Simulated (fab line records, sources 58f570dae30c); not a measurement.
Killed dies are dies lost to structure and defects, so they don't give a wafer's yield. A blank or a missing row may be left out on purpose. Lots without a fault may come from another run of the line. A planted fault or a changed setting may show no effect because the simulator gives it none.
fab line records | flow berkeley_cmos170
record lots=14 wafers=42 last_day=11
route steps=331 shown PVT@123 NLDD@165 NSD@197
lots that met no fault: from a run of the same line without faults
start_h: hours from the record's first day to the start of the lot's first wafer shown | wait_h: hours since the lot's step before | " the same as in the row above | L1.1+2: a row that stands for several wafers | - no value, or no start given | * or withheld: withheld | < > ~ a bound
route shown NAME@n: a module of which the file shows steps, and the number in the route of the first | usual: mean/standard deviation of fault-free wafers | same: alike in all rows | chamber/n: place in a boat | sites: the reading at each site | _std_site: their standard deviation | _edge_site: outer sites' mean less inner sites' | radius_mm: how far each site lies from the wafer's centre | mask NAME#n: copy n | behind: the tool/chamber that last shaped the wafer | hold: why the lot was held/for how many hours/how that ended | device: the transistor (n, p or np) that didn't switch | end of line: the same wafers' tests at the end of the route | a step without rows: its recipe alone | killed: dies lost to structure and defects at the first sort, not the wafer's yield | map: a wafer's dies, x killed, . not, _ none there
set.NAME: the setting as run; set.NAME@STEP: as run at that earlier step | model.NAME: the simulator's own value behind a step, which no gauge read
steps of the route over a sample of lots; a table a step, a row a wafer
services: from which hour (start_h, from the record's first day; less than 0 if before it) a tool's chamber was out of use, for how many hours, and why
## steps
# step UCB170_PVT_STRIP_08
# recipe chemistry=O2 power_w=400 pressure_mtorr=3500 platen_temp_c=withheld o2_flow_sccm=400 overash_fraction=0.5
# usual drypump_motor_current_A=5.8/0.4 oes_product_au=0.735/0.0046 strip_time_to_endpoint_s=21.62/0.072
# columns lot.wafer tool chamber start_h wait_h drypump_motor_current_A oes_product_au rf_hours_counter_h strip_time_to_endpoint_s
L334.1 plasma_asher-04 1 119.54 0.1 5.3 0.731 0 21.55
L334.5 " 0 " " 6.1 0.731 - 21.63
L334.6 " 1 " " 5.2 0.740 - 21.62
L336.2 plasma_asher-01 0 132.36 0.1 5.6 0.736 42 21.68
L336.4 " 1 " " 6.2 0.733 - 21.67
L336.6 " 1 " " 6.3 0.735 - 21.62
L335.1 plasma_asher-04 0 132.96 0.1 6.1 0.738 2 21.63
L335.2 " 1 " " 5.2 0.733 2 21.67
L335.6 " 0 " " 6.1 0.734 - 21.65
L338.1 plasma_asher-01 0 140.88 0.1 5.5 0.741 43 21.70
L338.5 " 1 " " 6.2 0.737 - 21.71
L338.6 " 0 " " 5.5 0.729 - 21.74
L340.1 plasma_asher-01 1 155.78 0.1 6.3 0.731 45 21.56
L340.2 " 0 " " 5.6 0.731 45 21.60
L340.6 " 1 " " 6.3 0.739 - 21.64
L341.1 plasma_asher-03 0 156.02 0.1 6.4 0.735 38 21.55
L341.5 " 1 " " 5.8 0.734 - 21.57
L341.6 " 0 " " 6.3 0.739 - 21.50
L339.1 plasma_asher-04 1 156.26 0.1 5.2 0.743 4 21.56
L339.2 " 0 " " 6.1 0.749 4 21.62
L339.4 " 1 " " 5.2 0.735 - 21.62
L343.1 plasma_asher-01 1 164.97 0.1 6.3 0.736 46 21.70
L343.2 " 0 " " 5.6 0.733 46 21.71
L343.3 " 0 " " 5.6 0.746 - 21.69
L351.3 plasma_asher-01 0 191.21 0.1 5.6 0.729 - 21.59
L351.5 " 0 " " 5.5 0.736 - 21.57
L351.6 " 1 " " 6.3 0.733 - 21.50
L352.1 plasma_asher-03 1 191.45 0.1 5.7 0.735 43 21.71
L352.2 " 0 " " 6.4 0.733 43 21.73
L352.4 " 0 " " 6.4 0.731 - 21.67
L354.1 plasma_asher-04 0 209.04 0.1 6.1 0.734 10 21.69
L354.4 " 1 " " 5.2 0.737 - 21.62
L354.6 " 1 " " 5.2 0.736 - 21.65
L353.1 plasma_asher-03 1 209.27 0.1 5.8 0.730 45 21.56
L353.5 " 1 " " 5.7 0.724 - 21.57
L353.6 " 0 " " 6.3 0.733 - 21.50
L356.3 plasma_asher-03 1 217.10 0.1 5.8 0.736 - 21.68
L356.4 " 0 " " 6.3 0.726 - 21.67
L356.5 " 1 " " 5.7 0.742 - 21.60
L357.2 plasma_asher-04 0 217.62 0.1 6.1 0.729 11 21.59
L357.3 " 1 " " 5.3 0.731 - 21.49
L357.4 " 0 " " 6.1 0.735 - 21.55
# step UCB170_NLDD_OVL_MEAS_07
# usual NLDD_OVL=1/5.7
# columns lot.wafer tool chamber start_h wait_h NLDD_OVL[nm]
L334.1 overlay-01 - 135.43 0.1 -4
L334.5 " - " " 2
L334.6 " - " " 2
L336.2 overlay-01 - 148.67 0.1 7
L336.4 " - " " 4
L336.6 " - " " 17
L335.1 overlay-01 - 152.37 0.1 15
L335.2 " - " " 14
L335.6 " - " " -1
L338.1 overlay-01 - 158.12 0.1 -1
L338.5 " - " " 6
L338.6 " - " " -1
L340.1 overlay-02 - 176.36 0.1 -3
L340.2 " - " " -4
L340.6 " - " " 5
L341.1 overlay-02 - 176.48 0.1 -4
L341.5 " - " " -3
L341.6 " - " " 1
L339.1 overlay-01 - 176.66 0.1 9
L339.2 " - " " 7
L339.4 " - " " 9
L343.1 overlay-01 - 182.30 0.1 0
L343.2 " - " " 6
L343.3 " - " " -2
L351.3 overlay-02 - 205.50 0.1 4
L351.5 " - " " 7
L351.6 " - " " -1
L352.1 overlay-02 - 210.20 0.1 1
L352.2 " - " " -5
L352.4 " - " " 0
L354.1 overlay-01 - 226.55 0.1 -3
L354.4 " - " " -8
L354.6 " - " " -9
L353.1 overlay-02 - 227.17 0.1 2
L353.5 " - " " 0
L353.6 " - " " 1
L356.3 overlay-01 - 230.83 0.1 -9
L356.4 " - " " -1
L356.5 " - " " -4
L357.2 overlay-02 - 231.43 0.1 4
L357.3 " - " " -3
L357.4 " - " " -2
# step UCB170_NLDD_IMPLANT_09
# recipe species=As dose_cm2=5e+13 energy_kev=30 tilt_deg=7 rotation_deg=180
# columns lot.wafer tool chamber start_h wait_h
L334.1+5+6 implanter-04 0 135.62 0.1
L336.2+4+6 implanter-04 0 148.87 0.1
L335.1+2+6 implanter-03 0 152.55 0.1
L338.1+5+6 implanter-03 0 158.31 0.1
L340.1+2+6 implanter-04 0 176.55 0.1
L341.1+5+6 implanter-02 0 176.67 0.1
L341.1+5+6 implanter-02 0 177.16 0.5
L339.1+2+4 implanter-04 0 176.85 0.1
L343.1+2+3 implanter-03 0 182.48 0.1
L343.1+2+3 implanter-03 0 182.80 0.3
L351.3+5+6 implanter-02 0 205.72 0.1
L352.1+2+4 implanter-03 0 210.39 0.1
L354.1+4+6 implanter-04 0 226.73 0.1
L353.1+5+6 implanter-03 0 227.36 0.1
L356.3+4+5 implanter-03 0 231.05 0.1
L357.2+3+4 implanter-03 0 231.63 0.1
# step UCB170_NLDD_TW_MEAS_11
# usual NLDD_TW=2216/18
# columns lot.wafer tool chamber start_h wait_h NLDD_TW
L334.1 film_metro-04 - 135.97 0.2 2200
L334.5 " - " " 2192
L334.6 " - " " 2192
L336.2 film_metro-01 - 149.11 0.1 2216
L336.4 " - " " 2230
L336.6 " - " " 2226
L335.1 film_metro-01 - 152.80 0.1 2222
L335.2 " - " " 2216
L335.6 " - " " 2228
L338.1 film_metro-04 - 158.56 0.1 2202
L338.5 " - " " 2195
L338.6 " - " " 2194
L340.1 film_metro-01 - 176.80 0.1 2237
L340.2 " - " " 2232
L340.6 " - " " 2233
L339.1 film_metro-04 - 177.10 0.1 2185
L339.2 " - " " 2186
L339.4 " - " " 2186
L341.1 film_metro-04 - 177.41 0.1 2434
L341.5 " - " " 2430
L341.6 " - " " 2439
L343.1 film_metro-01 - 183.05 0.1 2475
L343.2 " - " " 2476
L343.3 " - " " 2483
L351.3 film_metro-01 - 205.94 0.1 2249
L351.5 " - " " 2254
L351.6 " - " " 2256
L352.1 film_metro-02 - 210.64 0.1 2240
L352.2 " - " " 2222
L352.4 " - " " 2230
L354.1 film_metro-02 - 226.98 0.1 2205
L354.4 " - " " 2217
L354.6 " - " " 2220
L353.1 film_metro-04 - 227.61 0.1 2202
L353.5 " - " " 2204
L353.6 " - " " 2199
L356.3 film_metro-02 - 231.27 0.1 2210
L356.4 " - " " 2206
L356.5 " - " " 2217
L357.2 film_metro-02 - 231.87 0.1 2217
L357.3 " - " " 2205
L357.4 " - " " 2225
# step UCB170_NSD_TW_MEAS_10
# usual NSD_TW=4195/38
# columns lot.wafer tool chamber start_h wait_h NSD_TW
L334.1 film_metro-01 - 143.31 0.1 4213
L334.5 " - " " 4215
L334.6 " - " " 4235
L336.2 film_metro-04 - 156.79 0.1 4163
L336.4 " - " " 4133
L336.6 " - " " 4164
L335.1 film_metro-04 - 159.88 0.1 4137
L335.2 " - " " 4152
L335.6 " - " " 4140
L338.1 film_metro-01 - 167.14 0.1 4190
L338.5 " - " " 4193
L338.6 " - " " 4190
L340.1 film_metro-01 - 184.70 0.1 4247
L340.2 " - " " 4230
L340.6 " - " " 4251
L339.1 film_metro-01 - 186.87 0.1 4246
L339.2 " - " " 4240
L339.4 " - " " 4222
L341.1 film_metro-04 - 187.14 0.1 4153
L341.5 " - " " 4138
L341.6 " - " " 4149
L343.1 film_metro-02 - 191.60 0.1 4198
L343.2 " - " " 4191
L343.3 " - " " 4206
L351.3 film_metro-01 - 215.36 0.1 4270
L351.5 " - " " 4260
L351.6 " - " " 4242
L352.1 film_metro-02 - 220.19 0.1 4213
L352.2 " - " " 4197
L352.4 " - " " 4186
L354.1 film_metro-04 - 235.99 0.1 4162
L354.4 " - " " 4158
L354.6 " - " " 4147
L353.1 film_metro-02 - 236.38 0.1 4198
L353.5 " - " " 4211
L353.6 " - " " 4192
L357.2 film_metro-02 - 241.36 0.1 4222
L357.3 " - " " 4223
L357.4 " - " " 4206
L356.3 film_metro-01 - 241.48 0.1 4199
L356.4 " - " " 4215
L356.5 " - " " 4219
# step UCB170_SDANNEAL_RS_MEAS_05
# recipe thk_meas_gauge=four-point-probe
# usual NLDD_RS=616.7/1.7
# columns lot.wafer tool chamber start_h wait_h NLDD_RS[ohm/sq]
L334.1 film_metro-04 - 144.91 0.1 617.5
L334.5 " - " " 617.7
L334.6 " - " " 618.3
L336.2 film_metro-02 - 158.32 0.1 616.3
L336.4 " - " " 617.9
L336.6 " - " " 617.0
L335.1 film_metro-04 - 161.33 0.1 617.6
L335.2 " - " " 617.8
L335.6 " - " " 618.5
L338.1 film_metro-02 - 168.62 0.1 617.1
L338.5 " - " " 619.4
L338.6 " - " " 615.6
L340.1 film_metro-01 - 186.20 0.1 617.0
L340.2 " - " " 618.0
L340.6 " - " " 617.2
L339.1 film_metro-02 - 188.96 0.1 615.7
L339.2 " - " " 615.9
L339.4 " - " " 618.0
L341.1 film_metro-01 - 189.42 0.1 463.4
L341.5 " - " " 463.0
L341.6 " - " " 463.8
L343.1 film_metro-01 - 193.50 0.1 465.0
L343.2 " - " " 465.5
L343.3 " - " " 466.1
L351.3 film_metro-02 - 217.18 0.1 613.9
L351.5 " - " " 613.6
L351.6 " - " " 614.1
L352.1 film_metro-02 - 223.76 0.1 617.3
L352.2 " - " " 618.0
L352.4 " - " " 615.6
L354.1 film_metro-02 - 237.67 0.1 617.1
L354.4 " - " " 615.9
L354.6 " - " " 614.7
L353.1 film_metro-02 - 238.19 0.1 615.0
L353.5 " - " " 613.8
L353.6 " - " " 615.5
L357.2 film_metro-02 - 243.31 0.1 616.8
L357.3 " - " " 619.1
L357.4 " - " " 618.8
L356.3 film_metro-01 - 243.33 0.1 618.7
L356.4 " - " " 618.4
L356.5 " - " " 614.4
## services
# columns tool chamber start_h hours kind
plasma_asher-04 - 108.75 9.0 pm
plasma_asher-04 0 108.75 9.0 vent_cycle
plasma_asher-04 1 108.75 9.0 vent_cycle
implanter-04 - 111.35 3.0 repair
plasma_asher-04 0 117.75 - clean
plasma_asher-04 1 117.75 - clean
plasma_asher-04 - 143.48 4.7 repair
implanter-02 - 150.03 2.5 repair
implanter-02 - 152.59 11.0 pm
implanter-04 - 156.31 4.5 pm
implanter-03 - 176.41 3.8 repair
implanter-04 - 219.57 1.7 repair
## key
first_sign step=UCB170_NLDD_IMPLANT_09 reading=visit direction=added
effect step=UCB170_NLDD_TW_MEAS_11 reading=NLDD_TW direction=up sigmas=13 usual=2216 struck=2456
effect step=UCB170_SDANNEAL_RS_MEAS_05 reading=NLDD_RS direction=down sigmas=88 usual=616.7 struck=464.5
met_at UCB170_NLDD_IMPLANT_09
struck_lots L341,L343
tester_left_out L341,L343
not_acting_at UCB170_PVT_STRIP_08,UCB170_NLDD_OVL_MEAS_07,UCB170_NSD_TW_MEAS_10
fault kind=repeated_step_whole tool=implanter-02,implanter-03,implanter-04 chamber=- onset_h=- steps=UCB170_NLDD_IMPLANT_09 times=1 scope=struck_lots_only
# tester_left_out: of these lots the tester's yield and bins aren't shown, on N5 and GAA mostly nor the transistor test; their killed dies are dies lost to structure and defects alone, not to doping, threshold or leakage, so they don't give the yield
